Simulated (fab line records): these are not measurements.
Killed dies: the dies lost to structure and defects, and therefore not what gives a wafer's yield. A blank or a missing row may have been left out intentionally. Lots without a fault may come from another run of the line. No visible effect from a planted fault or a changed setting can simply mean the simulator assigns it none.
Which tool was responsible? / flow berkeley_cmos170 / 14 lots, 42 wafers sampled, at 4 steps of a route of 331

== WHAT EACH GAUGE READ, for each wafer ==
UCB170_ACTIVE_THK_MEAS_03. Usual: ACTIVE_OXIDE_THK gives 26.4 nm (standard deviation 0.55).
lot=L648; measured=day 3 18:31; on=film_metro-03; ACTIVE_OXIDE_THK (nm)=26.5 27.0 26.6; flag=
lot=L649; measured=day 4 02:29; on=film_metro-03; ACTIVE_OXIDE_THK (nm)=26.5 26.6 26.3; flag=
lot=L650; measured=day 4 04:29; on=film_metro-04; ACTIVE_OXIDE_THK (nm)=27.0 27.1 27.4; flag=
lot=L651; measured=day 4 15:11; on=film_metro-02; ACTIVE_OXIDE_THK (nm)=26.0 26.0 26.4; flag=
lot=L652; measured=day 4 15:11; on=film_metro-04; ACTIVE_OXIDE_THK (nm)=26.1 26.1 26.2; flag=
lot=L655; measured=day 5 14:38; on=film_metro-03; ACTIVE_OXIDE_THK (nm)=26.6 26.2 26.5; flag=
lot=L657; measured=day 5 17:20; on=film_metro-02; ACTIVE_OXIDE_THK (nm)=26.1 26.4 26.2; flag=
lot=L659; measured=day 6 01:22; on=film_metro-03; ACTIVE_OXIDE_THK (nm)=26.3 26.1 26.2; flag=
lot=L660; measured=day 6 07:11; on=film_metro-03; ACTIVE_OXIDE_THK (nm)=25.8 25.8 25.7; flag=
lot=L665; measured=day 7 01:04; on=film_metro-04; ACTIVE_OXIDE_THK (nm)=26.5 26.1 26.5; flag=
lot=L666; measured=day 7 15:03; on=film_metro-02; ACTIVE_OXIDE_THK (nm)=26.6 27.0 27.6; flag=
lot=L667; measured=day 7 15:03; on=film_metro-03; ACTIVE_OXIDE_THK (nm)=26.7 26.8 26.8; flag=
lot=L670; measured=day 8 05:56; on=film_metro-03; ACTIVE_OXIDE_THK (nm)=26.3 26.3 26.1; flag=
lot=L671; measured=day 8 11:49; on=film_metro-02; ACTIVE_OXIDE_THK (nm)=26.5 27.3 27.2; flag=

UCB170_ACTIVE_CD_MEAS_90: target cd 1200 nm. Usual: cd_nm reads 1199.7 nm (standard deviation 1.5).
lot=L648; measured=day 4 04:08; on=cd_sem-01; cd_nm (nm)=1199.4 1199.1 1198.6; flag=
lot=L649; measured=day 4 10:58; on=cd_sem-01; cd_nm (nm)=1197.8 1195.8 1198.0; flag=
lot=L650; measured=day 4 11:13; on=cd_sem-02; cd_nm (nm)=1202.5 1203.1 1202.8; flag=
lot=L651; measured=day 5 00:19; on=cd_sem-02; cd_nm (nm)=1199.9 1200.4 1200.1; flag=
lot=L652; measured=day 5 00:07; on=cd_sem-02; cd_nm (nm)=1197.7 1197.7 1199.6; flag=
lot=L655; measured=day 5 22:16; on=cd_sem-01; cd_nm (nm)=1201.5 1200.6 1200.0; flag=
lot=L657; measured=day 5 23:50; on=cd_sem-02; cd_nm (nm)=1196.2 1199.1 1198.7; flag=
lot=L659; measured=day 6 08:50; on=cd_sem-01; cd_nm (nm)=1200.0 1199.9 1200.0; flag=
lot=L660; measured=day 6 15:49; on=cd_sem-02; cd_nm (nm)=1201.9 1201.4 1202.6; flag=
lot=L665; measured=day 7 07:13; on=cd_sem-02; cd_nm (nm)=1201.3 1201.8 1201.4; flag=
lot=L666; measured=day 7 20:58; on=cd_sem-02; cd_nm (nm)=1197.0 1199.3 1200.4; flag=
lot=L667; measured=day 7 21:05; on=cd_sem-01; cd_nm (nm)=1199.5 1199.8 1197.8; flag=
lot=L670; measured=day 8 12:42; on=cd_sem-01; cd_nm (nm)=1200.3 1198.4 1199.5; flag=
lot=L671; measured=day 8 19:22; on=cd_sem-01; cd_nm (nm)=1199.7 1199.5 1200.6; flag=

UCB170_M2_CD_MEAS_15: target cd 700 nm. Usual: cd_nm reads 699.7 nm (standard deviation 1.5).
lot=L648; measured=day 7 13:31; on=cd_sem-01; cd_nm (nm)=700.6 701.2 702.5; flag=
lot=L649; measured=day 7 09:28; on=cd_sem-01; cd_nm (nm)=699.3 697.6 698.0; flag=
lot=L650; measured=day 7 14:04; on=cd_sem-02; cd_nm (nm)=702.1 702.8 703.0; flag=
lot=L651; measured=day 8 00:48; on=cd_sem-01; cd_nm (nm)=698.3 699.2 697.7; flag=
lot=L652; measured=day 8 01:10; on=cd_sem-02; cd_nm (nm)=698.5 699.2 696.4; flag=
lot=L655; measured=day 9 07:55; on=cd_sem-02; cd_nm (nm)=700.1 699.0 700.5; flag=
lot=L657; measured=day 9 08:50; on=cd_sem-01; cd_nm (nm)=699.3 698.4 698.4; flag=
lot=L659; measured=day 9 15:30; on=cd_sem-01; cd_nm (nm)=701.4 700.3 699.9; flag=
lot=L660; measured=day 9 20:37; on=cd_sem-01; cd_nm (nm)=700.3 700.5 700.1; flag=
lot=L665; measured=day 10 12:17; on=cd_sem-01; cd_nm (nm)=701.0 700.2 701.6; flag=
lot=L666; measured=day 10 23:04; on=cd_sem-01; cd_nm (nm)=698.6 699.9 700.1; flag=
lot=L667; measured=day 10 23:28; on=cd_sem-01; cd_nm (nm)=698.6 698.7 698.4; flag=
lot=L670; measured=day 11 22:53; on=cd_sem-02; cd_nm (nm)=700.2 698.3 699.6; flag=
lot=L671; measured=day 11 22:12; on=cd_sem-01; cd_nm (nm)=700.9 699.5 700.1; flag=

== TOOL THAT RAN EACH LOT (tool first, then ch and the chambers of the sampled wafers, then the start) ==
lot=L648; UCB170_ZERO_ETCH_06=rie_diel-04 ch 0,1, day 1 16:59
lot=L649; UCB170_ZERO_ETCH_06=rie_diel-02 ch 0,1,3, day 1 22:33
lot=L650; UCB170_ZERO_ETCH_06=rie_diel-03 ch 1,2, day 2 07:11
lot=L651; UCB170_ZERO_ETCH_06=rie_diel-04 ch 0,2, day 2 09:05
lot=L652; UCB170_ZERO_ETCH_06=rie_diel-02 ch 2,3, day 2 15:08
lot=L655; UCB170_ZERO_ETCH_06=rie_diel-02 ch 1,2,3, day 3 07:32
lot=L657; UCB170_ZERO_ETCH_06=rie_diel-03 ch 0,2,3, day 3 16:12
lot=L659; UCB170_ZERO_ETCH_06=rie_diel-02 ch 1,2,3, day 4 02:47
lot=L660; UCB170_ZERO_ETCH_06=rie_diel-04 ch 1,2,3, day 4 09:42
lot=L665; UCB170_ZERO_ETCH_06=rie_diel-04 ch 0,2,3, day 5 08:55
lot=L666; UCB170_ZERO_ETCH_06=rie_diel-03 ch 2,3, day 5 14:45
lot=L667; UCB170_ZERO_ETCH_06=rie_diel-03 ch 0,1,3, day 5 16:49
lot=L670; UCB170_ZERO_ETCH_06=rie_diel-04 ch 0,1, day 6 09:46
lot=L671; UCB170_ZERO_ETCH_06=rie_diel-03 ch 0,1,3, day 6 16:17
- UCB170_ZERO_ETCH_06: etches SiO2 in CHF3/CF4/Ar, time 12 s.

== AS READ BY THE TOOLS THEMSELVES (means over the sampled wafers that have a number; for cases with no such wafer, the mark the record gives instead) ==
UCB170_ZERO_ETCH_06. Usual: drypump_motor_current_A 5.6 A, standard deviation 0.32; mfc_ar_sccm 120.0 sccm, standard deviation 0.36; oes_product_au 0.613 a.u., standard deviation 0.012; throttle_valve_pct 9.22 %, standard deviation 0.16.
lot=L648; tool=rie_diel-04; drypump_motor_current_A (A)=5.4; mfc_ar_sccm (sccm)=119.7; oes_product_au (a.u.)=0.607; throttle_valve_pct (%)=9.11; flag=
lot=L649; tool=rie_diel-02; drypump_motor_current_A (A)=5.7; mfc_ar_sccm (sccm)=120.1; oes_product_au (a.u.)=0.617; throttle_valve_pct (%)=9.31; flag=
lot=L650; tool=rie_diel-03; drypump_motor_current_A (A)=5.4; mfc_ar_sccm (sccm)=120.1; oes_product_au (a.u.)=0.617; throttle_valve_pct (%)=9.11; flag=
lot=L651; tool=rie_diel-04; drypump_motor_current_A (A)=5.8; mfc_ar_sccm (sccm)=119.9; oes_product_au (a.u.)=0.619; throttle_valve_pct (%)=9.02; flag=
lot=L652; tool=rie_diel-02; drypump_motor_current_A (A)=5.5; mfc_ar_sccm (sccm)=119.8; oes_product_au (a.u.)=0.603; throttle_valve_pct (%)=9.11; flag=
lot=L655; tool=rie_diel-02; drypump_motor_current_A (A)=5.5; mfc_ar_sccm (sccm)=120.1; oes_product_au (a.u.)=0.614; throttle_valve_pct (%)=9.17; flag=
lot=L657; tool=rie_diel-03; drypump_motor_current_A (A)=5.5; mfc_ar_sccm (sccm)=120.0; oes_product_au (a.u.)=0.614; throttle_valve_pct (%)=9.26; flag=
lot=L659; tool=rie_diel-02; drypump_motor_current_A (A)=5.5; mfc_ar_sccm (sccm)=119.9; oes_product_au (a.u.)=0.607; throttle_valve_pct (%)=9.17; flag=
lot=L660; tool=rie_diel-04; drypump_motor_current_A (A)=5.7; mfc_ar_sccm (sccm)=119.8; oes_product_au (a.u.)=0.604; throttle_valve_pct (%)=9.23; flag=
lot=L665; tool=rie_diel-04; drypump_motor_current_A (A)=5.7; mfc_ar_sccm (sccm)=120.2; oes_product_au (a.u.)=0.613; throttle_valve_pct (%)=9.20; flag=
lot=L666; tool=rie_diel-03; drypump_motor_current_A (A)=5.3; mfc_ar_sccm (sccm)=119.9; oes_product_au (a.u.)=0.616; throttle_valve_pct (%)=9.25; flag=
lot=L667; tool=rie_diel-03; drypump_motor_current_A (A)=5.4; mfc_ar_sccm (sccm)=120.3; oes_product_au (a.u.)=0.622; throttle_valve_pct (%)=9.17; flag=
lot=L670; tool=rie_diel-04; drypump_motor_current_A (A)=5.4; mfc_ar_sccm (sccm)=119.4; oes_product_au (a.u.)=0.609; throttle_valve_pct (%)=9.11; flag=
lot=L671; tool=rie_diel-03; drypump_motor_current_A (A)=5.5; mfc_ar_sccm (sccm)=119.9; oes_product_au (a.u.)=0.626; throttle_valve_pct (%)=9.18; flag=

== THE ANSWER, worked out from the rows above alone ==
Rule: take the mean of a lot's wafers that have a number; if it is more than 3 standard deviations from the usual mean, the lot is off. A lot without any number at a reading at which 4 lots or more have one is off too. Any other lot the step has rows for is counted as sound. The gauges are gone through in route order, then the tools' own readings, and for those a lot's mean is taken as printed above. The first step at which some lot is off is used, and at that step the reading that is off furthest; a lot without a number counts as furthest.
No lot is off at any reading shown: from this, nothing can be told.

== WHAT HAD BEEN PUT IN BY THE SIMULATOR ==
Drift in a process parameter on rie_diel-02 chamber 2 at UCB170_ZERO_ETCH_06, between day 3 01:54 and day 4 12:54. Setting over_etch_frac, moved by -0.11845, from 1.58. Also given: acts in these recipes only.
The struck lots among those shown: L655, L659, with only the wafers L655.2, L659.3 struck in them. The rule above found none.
